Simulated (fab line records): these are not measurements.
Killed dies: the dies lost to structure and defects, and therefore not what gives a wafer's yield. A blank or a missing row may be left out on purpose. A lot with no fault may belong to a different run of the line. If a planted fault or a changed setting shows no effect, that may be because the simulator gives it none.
fab line records || flow rit_cmos
record: {"lots": 6, "wafers": 18, "last_day": 7}
route steps=202 shown ACTIVE@1 M1@202
lots that met no fault: from a run of the same line without faults
start_h: hours from the record's first day to the start of the lot's first wafer shown || wait_h: hours elapsed since this lot's preceding step || " as in the row above || L1.1+2: one row covering several wafers at once || - no value, or no start given || * or withheld: withheld || < > ~ a bound
route shown NAME@n: names a module that has steps shown in the file, with the first one's number in the route || usual: average and standard deviation across the fault-free wafers || same: alike in all rows || chamber/n: place in a boat || sites: the reading at each site || _std_site: the standard deviation of these || _edge_site: the outer-site mean with the inner-site mean subtracted || radius_mm: for every site, how far away it sits from the centre of the wafer || mask NAME#n: copy n || behind: tool/chamber where the wafer was last shaped || hold: why the lot went on hold/how many hours it stayed there/how the hold came to an end || device: which transistor (n, p or np) failed to switch || end of line: the route-end tests of the same wafers || a step with no rows: only its recipe || killed: dies lost to structure and defects at the first sort, not the wafer's yield || map: per-die view of a wafer (x killed, . not killed, _ where there is no die)
set.NAME: the setting that was run; set.NAME@STEP: the one run at that earlier step || model.NAME: the simulator's own value behind a step, which no gauge read
lots at some steps of the route; a table a step, a row a wafer
== steps ==
step: RIT_ACTIVE_BOW_MEAS_00
recipe: {"mode": "bow"}
usual: {"INCOMING_BOW": "0/5.9"}
{"lot.wafer": "L897.1", "tool": "film_metro-04", "chamber": "-", "start_h": 10.00, "wait_h": "-", "INCOMING_BOW[um]": -1}
{"lot.wafer": "L897.2", "tool": "film_metro-04", "chamber": "-", "start_h": 10.00, "wait_h": "-", "INCOMING_BOW[um]": -1}
{"lot.wafer": "L897.3", "tool": "film_metro-04", "chamber": "-", "start_h": 10.00, "wait_h": "-", "INCOMING_BOW[um]": -8}
{"lot.wafer": "L902.2", "tool": "film_metro-03", "chamber": "-", "start_h": 35.02, "wait_h": "-", "INCOMING_BOW[um]": -2}
{"lot.wafer": "L902.3", "tool": "film_metro-03", "chamber": "-", "start_h": 35.02, "wait_h": "-", "INCOMING_BOW[um]": -7}
{"lot.wafer": "L902.5", "tool": "film_metro-03", "chamber": "-", "start_h": 35.02, "wait_h": "-", "INCOMING_BOW[um]": -8}
{"lot.wafer": "L913.2", "tool": "film_metro-03", "chamber": "-", "start_h": 90.02, "wait_h": "-", "INCOMING_BOW[um]": 6}
{"lot.wafer": "L913.4", "tool": "film_metro-03", "chamber": "-", "start_h": 90.02, "wait_h": "-", "INCOMING_BOW[um]": -15}
{"lot.wafer": "L913.5", "tool": "film_metro-03", "chamber": "-", "start_h": 90.02, "wait_h": "-", "INCOMING_BOW[um]": 2}
{"lot.wafer": "L914.1", "tool": "film_metro-04", "chamber": "-", "start_h": 95.00, "wait_h": "-", "INCOMING_BOW[um]": -9}
{"lot.wafer": "L914.3", "tool": "film_metro-04", "chamber": "-", "start_h": 95.00, "wait_h": "-", "INCOMING_BOW[um]": 5}
{"lot.wafer": "L914.4", "tool": "film_metro-04", "chamber": "-", "start_h": 95.00, "wait_h": "-", "INCOMING_BOW[um]": 0}
{"lot.wafer": "L916.4", "tool": "film_metro-04", "chamber": "-", "start_h": 105.06, "wait_h": "-", "INCOMING_BOW[um]": 5}
{"lot.wafer": "L916.5", "tool": "film_metro-04", "chamber": "-", "start_h": 105.06, "wait_h": "-", "INCOMING_BOW[um]": 7}
{"lot.wafer": "L916.6", "tool": "film_metro-04", "chamber": "-", "start_h": 105.06, "wait_h": "-", "INCOMING_BOW[um]": -6}
{"lot.wafer": "L918.1", "tool": "film_metro-04", "chamber": "-", "start_h": 115.00, "wait_h": "-", "INCOMING_BOW[um]": 1}
{"lot.wafer": "L918.4", "tool": "film_metro-04", "chamber": "-", "start_h": 115.00, "wait_h": "-", "INCOMING_BOW[um]": -11}
{"lot.wafer": "L918.5", "tool": "film_metro-04", "chamber": "-", "start_h": 115.00, "wait_h": "-", "INCOMING_BOW[um]": 3}
step: RIT_ACTIVE_OXIDATION_01
recipe: {"temp_c": 1000, "ambient": "O2", "target_thk_a": 468, "ox_time_s": 3360}
step: RIT_ACTIVE_THK_MEAS_02
recipe: {"reads": "SiO2_of_ACTIVE_OXIDATION_01"}
usual: {"ACTIVE_OXIDE_THK": "46.8/0.75"}
{"lot.wafer": "L897.1", "tool": "film_metro-02", "chamber": "-", "start_h": 12.05, "wait_h": 0.0, "ACTIVE_OXIDE_THK[nm]": 47.1}
{"lot.wafer": "L897.2", "tool": "film_metro-02", "chamber": "-", "start_h": 12.05, "wait_h": 0.0, "ACTIVE_OXIDE_THK[nm]": 47.1}
{"lot.wafer": "L897.3", "tool": "film_metro-02", "chamber": "-", "start_h": 12.05, "wait_h": 0.0, "ACTIVE_OXIDE_THK[nm]": 46.8}
{"lot.wafer": "L902.2", "tool": "film_metro-02", "chamber": "-", "start_h": 39.38, "wait_h": 0.0, "ACTIVE_OXIDE_THK[nm]": 47.4}
{"lot.wafer": "L902.3", "tool": "film_metro-02", "chamber": "-", "start_h": 39.38, "wait_h": 0.0, "ACTIVE_OXIDE_THK[nm]": 46.8}
{"lot.wafer": "L902.5", "tool": "film_metro-02", "chamber": "-", "start_h": 39.38, "wait_h": 0.0, "ACTIVE_OXIDE_THK[nm]": 46.4}
{"lot.wafer": "L913.2", "tool": "film_metro-04", "chamber": "-", "start_h": 94.59, "wait_h": 0.0, "ACTIVE_OXIDE_THK[nm]": 47.2}
{"lot.wafer": "L913.4", "tool": "film_metro-04", "chamber": "-", "start_h": 94.59, "wait_h": 0.0, "ACTIVE_OXIDE_THK[nm]": 46.6}
{"lot.wafer": "L913.5", "tool": "film_metro-04", "chamber": "-", "start_h": 94.59, "wait_h": 0.0, "ACTIVE_OXIDE_THK[nm]": 46.9}
{"lot.wafer": "L914.1", "tool": "film_metro-02", "chamber": "-", "start_h": 97.05, "wait_h": 0.0, "ACTIVE_OXIDE_THK[nm]": 46.8}
{"lot.wafer": "L914.3", "tool": "film_metro-02", "chamber": "-", "start_h": 97.05, "wait_h": 0.0, "ACTIVE_OXIDE_THK[nm]": 46.8}
{"lot.wafer": "L914.4", "tool": "film_metro-02", "chamber": "-", "start_h": 97.05, "wait_h": 0.0, "ACTIVE_OXIDE_THK[nm]": 47.4}
{"lot.wafer": "L916.4", "tool": "film_metro-03", "chamber": "-", "start_h": 107.16, "wait_h": 0.0, "ACTIVE_OXIDE_THK[nm]": 47.2}
{"lot.wafer": "L916.5", "tool": "film_metro-03", "chamber": "-", "start_h": 107.16, "wait_h": 0.0, "ACTIVE_OXIDE_THK[nm]": 47.6}
{"lot.wafer": "L916.6", "tool": "film_metro-03", "chamber": "-", "start_h": 107.16, "wait_h": 0.0, "ACTIVE_OXIDE_THK[nm]": 47.0}
{"lot.wafer": "L918.1", "tool": "film_metro-04", "chamber": "-", "start_h": 117.05, "wait_h": 0.0, "ACTIVE_OXIDE_THK[nm]": 46.8}
{"lot.wafer": "L918.4", "tool": "film_metro-04", "chamber": "-", "start_h": 117.05, "wait_h": 0.0, "ACTIVE_OXIDE_THK[nm]": 46.3}
{"lot.wafer": "L918.5", "tool": "film_metro-04", "chamber": "-", "start_h": 117.05, "wait_h": 0.0, "ACTIVE_OXIDE_THK[nm]": 46.7}
step: RIT_ACTIVE_CVD_03
recipe: {"material": "Si3N4", "target_thk_nm": 150, "temp_c": 810, "precursor": "SiH2Cl2/NH3", "time_s": 1500, "pressure_mtorr": 300, "sih2cl2_flow_sccm": 60, "nh3_flow_sccm": 150}
step: RIT_ACTIVE_THK_MEAS_04
recipe: {"reads": "Si3N4_of_ACTIVE_CVD_03"}
usual: {"ACTIVE_NITRIDE_THK": "149.5/1.3"}
{"lot.wafer": "L897.1", "tool": "film_metro-04", "chamber": "-", "start_h": 13.53, "wait_h": 0.0, "ACTIVE_NITRIDE_THK[nm]": 151.0}
{"lot.wafer": "L897.2", "tool": "film_metro-04", "chamber": "-", "start_h": 13.53, "wait_h": 0.0, "ACTIVE_NITRIDE_THK[nm]": 151.6}
{"lot.wafer": "L897.3", "tool": "film_metro-04", "chamber": "-", "start_h": 13.53, "wait_h": 0.0, "ACTIVE_NITRIDE_THK[nm]": 150.2}
{"lot.wafer": "L902.2", "tool": "film_metro-02", "chamber": "-", "start_h": 40.85, "wait_h": 0.0, "ACTIVE_NITRIDE_THK[nm]": 149.7}
{"lot.wafer": "L902.3", "tool": "film_metro-02", "chamber": "-", "start_h": 40.85, "wait_h": 0.0, "ACTIVE_NITRIDE_THK[nm]": 149.0}
{"lot.wafer": "L902.5", "tool": "film_metro-02", "chamber": "-", "start_h": 40.85, "wait_h": 0.0, "ACTIVE_NITRIDE_THK[nm]": 148.9}
{"lot.wafer": "L913.2", "tool": "film_metro-02", "chamber": "-", "start_h": 96.07, "wait_h": 0.0, "ACTIVE_NITRIDE_THK[nm]": 146.5}
{"lot.wafer": "L913.4", "tool": "film_metro-02", "chamber": "-", "start_h": 96.07, "wait_h": 0.0, "ACTIVE_NITRIDE_THK[nm]": 148.3}
{"lot.wafer": "L913.5", "tool": "film_metro-02", "chamber": "-", "start_h": 96.07, "wait_h": 0.0, "ACTIVE_NITRIDE_THK[nm]": 146.5}
{"lot.wafer": "L914.1", "tool": "film_metro-02", "chamber": "-", "start_h": 98.53, "wait_h": 0.0, "ACTIVE_NITRIDE_THK[nm]": 149.4}
{"lot.wafer": "L914.3", "tool": "film_metro-02", "chamber": "-", "start_h": 98.53, "wait_h": 0.0, "ACTIVE_NITRIDE_THK[nm]": 149.9}
{"lot.wafer": "L914.4", "tool": "film_metro-02", "chamber": "-", "start_h": 98.53, "wait_h": 0.0, "ACTIVE_NITRIDE_THK[nm]": 149.7}
{"lot.wafer": "L916.4", "tool": "film_metro-04", "chamber": "-", "start_h": 108.64, "wait_h": 0.0, "ACTIVE_NITRIDE_THK[nm]": 148.4}
{"lot.wafer": "L916.5", "tool": "film_metro-04", "chamber": "-", "start_h": 108.64, "wait_h": 0.0, "ACTIVE_NITRIDE_THK[nm]": 148.1}
{"lot.wafer": "L916.6", "tool": "film_metro-04", "chamber": "-", "start_h": 108.64, "wait_h": 0.0, "ACTIVE_NITRIDE_THK[nm]": 148.7}
{"lot.wafer": "L918.1", "tool": "film_metro-04", "chamber": "-", "start_h": 118.53, "wait_h": 0.0, "ACTIVE_NITRIDE_THK[nm]": 149.6}
{"lot.wafer": "L918.4", "tool": "film_metro-04", "chamber": "-", "start_h": 118.53, "wait_h": 0.0, "ACTIVE_NITRIDE_THK[nm]": 149.8}
{"lot.wafer": "L918.5", "tool": "film_metro-04", "chamber": "-", "start_h": 118.53, "wait_h": 0.0, "ACTIVE_NITRIDE_THK[nm]": 149.0}
step: RIT_ACTIVE_HMDS_05
recipe: {"prime_time_s": 60, "prime_temp_c": 140}
step: RIT_ACTIVE_COAT_06
recipe: {"resist": "NOVOLAK", "spin_rpm": 3250, "resist_thk_nm": 1000}
step: RIT_ACTIVE_SOFTBAKE_07
recipe: {"resist": "NOVOLAK", "temp_c": 90, "time_s": 60}
step: RIT_ACTIVE_EXPOSE_08
recipe: {"mask_id": "M1", "na": 0.6, "source_shape": "conventional", "sigma_outer": 0.6, "target_cd_nm": 1400, "dose_mj": 225}
step: RIT_ACTIVE_PEB_09
recipe: {"resist": "NOVOLAK", "temp_c": "withheld", "time_s": "withheld"}
step: RIT_ACTIVE_DEVELOP_10
recipe: {"resist": "NOVOLAK", "develop_time_s": 50, "dev_temp_c": 23}
usual: {"developer_temp_C": "23.00/0.091"}
{"lot.wafer": "L897.1", "tool": "litho_track-03", "chamber": 0, "start_h": 14, "wait_h": "-", "developer_temp_C": 23.05}
{"lot.wafer": "L897.2", "tool": "litho_track-03", "chamber": 0, "start_h": 14, "wait_h": "-", "developer_temp_C": 23.11}
{"lot.wafer": "L897.3", "tool": "litho_track-03", "chamber": 0, "start_h": 14, "wait_h": "-", "developer_temp_C": 22.97}
{"lot.wafer": "L902.2", "tool": "litho_track-04", "chamber": 0, "start_h": 41, "wait_h": "-", "developer_temp_C": 23.15}
{"lot.wafer": "L902.3", "tool": "litho_track-04", "chamber": 0, "start_h": 41, "wait_h": "-", "developer_temp_C": 22.96}
{"lot.wafer": "L902.5", "tool": "litho_track-04", "chamber": 0, "start_h": 41, "wait_h": "-", "developer_temp_C": 23.17}
{"lot.wafer": "L913.2", "tool": "litho_track-03", "chamber": 0, "start_h": 96, "wait_h": "-", "developer_temp_C": 25.22}
{"lot.wafer": "L913.4", "tool": "litho_track-03", "chamber": 0, "start_h": 96, "wait_h": "-", "developer_temp_C": 25.29}
{"lot.wafer": "L913.5", "tool": "litho_track-03", "chamber": 0, "start_h": 96, "wait_h": "-", "developer_temp_C": 25.32}
{"lot.wafer": "L914.1", "tool": "litho_track-03", "chamber": 0, "start_h": 99, "wait_h": "-", "developer_temp_C": 25.21}
{"lot.wafer": "L914.3", "tool": "litho_track-03", "chamber": 0, "start_h": 99, "wait_h": "-", "developer_temp_C": 25.32}
{"lot.wafer": "L914.4", "tool": "litho_track-03", "chamber": 0, "start_h": 99, "wait_h": "-", "developer_temp_C": 25.37}
{"lot.wafer": "L916.4", "tool": "litho_track-02", "chamber": 0, "start_h": 109, "wait_h": "-", "developer_temp_C": 22.90}
{"lot.wafer": "L916.5", "tool": "litho_track-02", "chamber": 0, "start_h": 109, "wait_h": "-", "developer_temp_C": 22.89}
{"lot.wafer": "L916.6", "tool": "litho_track-02", "chamber": 0, "start_h": 109, "wait_h": "-", "developer_temp_C": 22.81}
{"lot.wafer": "L918.1", "tool": "litho_track-04", "chamber": 0, "start_h": 119, "wait_h": "-", "developer_temp_C": 22.99}
{"lot.wafer": "L918.4", "tool": "litho_track-04", "chamber": 0, "start_h": 119, "wait_h": "-", "developer_temp_C": 23.14}
{"lot.wafer": "L918.5", "tool": "litho_track-04", "chamber": 0, "start_h": 119, "wait_h": "-", "developer_temp_C": 22.97}
step: RIT_ACTIVE_CD_MEAS_11
recipe: {"target_cd_nm": 1400}
usual: {"cd_nm": "1400.7/2.5"}
{"lot.wafer": "L897.1", "tool": "cd_sem-02", "chamber": "-", "start_h": 14.56, "wait_h": "-", "cd_nm": 1403.2}
{"lot.wafer": "L897.2", "tool": "cd_sem-02", "chamber": "-", "start_h": 14.56, "wait_h": "-", "cd_nm": 1402.3}
{"lot.wafer": "L897.3", "tool": "cd_sem-02", "chamber": "-", "start_h": 14.56, "wait_h": "-", "cd_nm": 1401.5}
{"lot.wafer": "L902.2", "tool": "cd_sem-01", "chamber": "-", "start_h": 41.90, "wait_h": "-", "cd_nm": 1400.8}
{"lot.wafer": "L902.3", "tool": "cd_sem-01", "chamber": "-", "start_h": 41.90, "wait_h": "-", "cd_nm": 1398.7}
{"lot.wafer": "L902.5", "tool": "cd_sem-01", "chamber": "-", "start_h": 41.90, "wait_h": "-", "cd_nm": 1398.3}
{"lot.wafer": "L913.2", "tool": "cd_sem-01", "chamber": "-", "start_h": 96.99, "wait_h": "-", "cd_nm": 1403.6}
{"lot.wafer": "L913.4", "tool": "cd_sem-01", "chamber": "-", "start_h": 96.99, "wait_h": "-", "cd_nm": 1402.5}
{"lot.wafer": "L913.5", "tool": "cd_sem-01", "chamber": "-", "start_h": 96.99, "wait_h": "-", "cd_nm": 1404.2}
{"lot.wafer": "L914.1", "tool": "cd_sem-01", "chamber": "-", "start_h": 99.44, "wait_h": "-", "cd_nm": 1407.5}
{"lot.wafer": "L914.3", "tool": "cd_sem-01", "chamber": "-", "start_h": 99.44, "wait_h": "-", "cd_nm": 1409.4}
{"lot.wafer": "L914.4", "tool": "cd_sem-01", "chamber": "-", "start_h": 99.44, "wait_h": "-", "cd_nm": 1407.9}
{"lot.wafer": "L916.4", "tool": "cd_sem-02", "chamber": "-", "start_h": 109.71, "wait_h": "-", "cd_nm": 1401.1}
{"lot.wafer": "L916.5", "tool": "cd_sem-02", "chamber": "-", "start_h": 109.71, "wait_h": "-", "cd_nm": 1402.2}
{"lot.wafer": "L916.6", "tool": "cd_sem-02", "chamber": "-", "start_h": 109.71, "wait_h": "-", "cd_nm": 1402.2}
{"lot.wafer": "L918.1", "tool": "cd_sem-01", "chamber": "-", "start_h": 119.44, "wait_h": "-", "cd_nm": 1398.0}
{"lot.wafer": "L918.4", "tool": "cd_sem-01", "chamber": "-", "start_h": 119.44, "wait_h": "-", "cd_nm": 1398.9}
{"lot.wafer": "L918.5", "tool": "cd_sem-01", "chamber": "-", "start_h": 119.44, "wait_h": "-", "cd_nm": 1398.4}
step: RIT_M1_PROBE_99
usual: {"killed_at_contacts": "0.1/0.24", "killed_at_front_end": "7.1/3", "killed_dies": "7.2/3", "killed_open": "3.7/2", "killed_short": "3.5/2"}
same: {"gross_dies": 264, "killed_at_M0_to_M3": 0, "killed_at_M4_up": 0, "killed_at_back_side": 0, "killed_at_other": 0}
{"lot.wafer": "L897.1", "tool": "prober-01", "chamber": "-", "start_h": 57.80, "wait_h": 0.1, "killed_at_contacts": 0, "killed_at_front_end": 7, "killed_dies": 7, "killed_open": 2, "killed_short": 5}
{"lot.wafer": "L897.2", "tool": "prober-01", "chamber": "-", "start_h": 57.85, "wait_h": 0.1, "killed_at_contacts": 0, "killed_at_front_end": 8, "killed_dies": 8, "killed_open": 6, "killed_short": 2}
{"lot.wafer": "L897.3", "tool": "prober-01", "chamber": "-", "start_h": 57.90, "wait_h": 0.2, "killed_at_contacts": 0, "killed_at_front_end": 16, "killed_dies": 16, "killed_open": 9, "killed_short": 7}
{"lot.wafer": "L913.2", "tool": "prober-01", "chamber": "-", "start_h": 144.99, "wait_h": 0.1, "killed_at_contacts": 0, "killed_at_front_end": 9, "killed_dies": 9, "killed_open": 4, "killed_short": 5}
{"lot.wafer": "L913.4", "tool": "prober-01", "chamber": "-", "start_h": 145.09, "wait_h": 0.2, "killed_at_contacts": 0, "killed_at_front_end": 5, "killed_dies": 5, "killed_open": 3, "killed_short": 2}
{"lot.wafer": "L913.5", "tool": "prober-01", "chamber": "-", "start_h": 145.14, "wait_h": 0.2, "killed_at_contacts": 0, "killed_at_front_end": 3, "killed_dies": 3, "killed_open": 2, "killed_short": 1}
{"lot.wafer": "L914.1", "tool": "prober-02", "chamber": "-", "start_h": 148.35, "wait_h": 0.1, "killed_at_contacts": 0, "killed_at_front_end": 6, "killed_dies": 6, "killed_open": 2, "killed_short": 4}
{"lot.wafer": "L914.3", "tool": "prober-02", "chamber": "-", "start_h": 148.45, "wait_h": 0.2, "killed_at_contacts": 0, "killed_at_front_end": 8, "killed_dies": 8, "killed_open": 5, "killed_short": 3}
{"lot.wafer": "L914.4", "tool": "prober-02", "chamber": "-", "start_h": 148.50, "wait_h": 0.2, "killed_at_contacts": 1, "killed_at_front_end": 8, "killed_dies": 9, "killed_open": 5, "killed_short": 4}
{"lot.wafer": "L916.4", "tool": "prober-02", "chamber": "-", "start_h": 155.33, "wait_h": 0.2, "killed_at_contacts": 0, "killed_at_front_end": 10, "killed_dies": 10, "killed_open": 7, "killed_short": 3}
{"lot.wafer": "L916.5", "tool": "prober-02", "chamber": "-", "start_h": 155.38, "wait_h": 0.2, "killed_at_contacts": 0, "killed_at_front_end": 7, "killed_dies": 7, "killed_open": 4, "killed_short": 3}
{"lot.wafer": "L916.6", "tool": "prober-02", "chamber": "-", "start_h": 155.43, "wait_h": 0.2, "killed_at_contacts": 0, "killed_at_front_end": 8, "killed_dies": 8, "killed_open": 4, "killed_short": 4}
{"lot.wafer": "L918.1", "tool": "prober-02", "chamber": "-", "start_h": 165.45, "wait_h": 0.1, "killed_at_contacts": 0, "killed_at_front_end": 3, "killed_dies": 3, "killed_open": 0, "killed_short": 3}
{"lot.wafer": "L918.4", "tool": "prober-02", "chamber": "-", "start_h": 165.60, "wait_h": 0.2, "killed_at_contacts": 0, "killed_at_front_end": 10, "killed_dies": 10, "killed_open": 5, "killed_short": 5}
{"lot.wafer": "L918.5", "tool": "prober-02", "chamber": "-", "start_h": 165.65, "wait_h": 0.2, "killed_at_contacts": 0, "killed_at_front_end": 9, "killed_dies": 9, "killed_open": 2, "killed_short": 7}
killed by level:class
L897.1 SPACER:geometric_particle:short=3 FOX1:geometric_particle:open=1 FOX2:geometric_particle:short=1 GATE:geometric_particle:short=1 SILICIDE:geometric_particle:open=1
L897.2 GATE:geometric_particle:open=5 FOX1:geometric_particle:short=1 FOX1:geometric_particle:open=1 SPACER:geometric_particle:short=1
L897.3 SILICIDE:geometric_particle:open=4 FOX2:geometric_particle:short=3 GATE:geometric_particle:open=3 FOX1:geometric_particle:short=2 GATE:geometric_particle:short=2 FOX1:geometric_particle:open=1 FOX2:geometric_particle:open=1
L913.2 GATE:geometric_particle:short=3 GATE:geometric_particle:open=2 FOX2:geometric_particle:open=1 SPACER:geometric_particle:short=1 SILICIDE:geometric_particle:open=1 SILICIDE:geometric_particle:short=1
L913.4 GATE:geometric_particle:open=2 FOX2:geometric_particle:open=1 FOX2:geometric_particle:short=1 GATE:geometric_particle:short=1
L913.5 GATE:geometric_particle:short=1 GATE:geometric_particle:open=1 SILICIDE:geometric_particle:open=1
L914.1 GATE:geometric_particle:short=2 FOX1:geometric_particle:short=1 GATE:geometric_particle:open=1 SPACER:geometric_particle:short=1 SILICIDE:geometric_particle:open=1
L914.3 FOX1:geometric_particle:open=2 GATE:geometric_particle:short=2 GATE:geometric_particle:open=2 REOX:geometric_particle:open=1 SPACER:geometric_particle:short=1
L914.4 GATE:geometric_particle:open=3 FOX1:geometric_particle:short=2 GATE:geometric_particle:short=1 SPACER:geometric_particle:open=1 SPACER:geometric_particle:short=1 CONTACT:geometric_particle:open=1
L916.4 GATE:geometric_particle:open=5 GATE:geometric_particle:short=2 REOX:geometric_particle:open=1 SILICIDE:geometric_particle:short=1 SILICIDE:geometric_particle:open=1
L916.5 GATE:geometric_particle:open=3 FOX2:geometric_particle:short=1 REOX:geometric_particle:short=1 REOX:geometric_particle:open=1 SILICIDE:geometric_particle:short=1
L916.6 GATE:geometric_particle:short=3 GATE:geometric_particle:open=2 REOX:geometric_particle:open=1 REOX:geometric_particle:short=1 SILICIDE:geometric_particle:open=1
L918.1 REOX:geometric_particle:short=2 FOX1:geometric_particle:short=1
L918.4 FOX1:geometric_particle:open=2 FOX1:geometric_particle:short=2 GATE:geometric_particle:open=2 REOX:geometric_particle:short=2 FOX2:geometric_particle:open=1 SILICIDE:geometric_particle:short=1
L918.5 GATE:geometric_particle:short=3 REOX:geometric_particle:open=2 FOX1:geometric_particle:short=1 FOX2:geometric_particle:short=1 REOX:geometric_particle:short=1 SPACER:geometric_particle:short=1
== key ==
first_sign: {"step": "RIT_ACTIVE_DEVELOP_10", "reading": "developer_temp_C", "direction": "up", "sigmas": 25, "usual": "*", "struck": "*"}
effect: {"step": "RIT_ACTIVE_CD_MEAS_11", "reading": "cd_nm", "direction": "up", "sigmas": 2.1, "usual": 1400.7, "struck": 1405.9, "through": "control_loop"}
met_at RIT_ACTIVE_DEVELOP_10
struck_wafers L913.2,L913.4,L913.5,L914.1,L914.3,L914.4
tester_left_out L913,L914
loop_trim: {"step": "RIT_ACTIVE_EXPOSE_08", "setting": "dose", "lots": "L914"}
onset_between 14 96
fault: {"kind": "process_parameter_drift", "tool": "litho_track-03", "chamber": "-", "onset_h": 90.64, "steps": "RIT_ACTIVE_DEVELOP_10", "channel": "dev_temp_c", "offset": "*", "shape": "step", "end_h": 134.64, "acts_in": "*", "stated": "*"}
tester_left_out: of these lots the tester's yield and bins aren't shown, on N5 and GAA mostly nor the transistor test; their killed dies are dies lost to structure and defects alone, not to doping, threshold or leakage, so they don't give the yield
loop_trim: a control loop set the setting to another value than it would have without faults
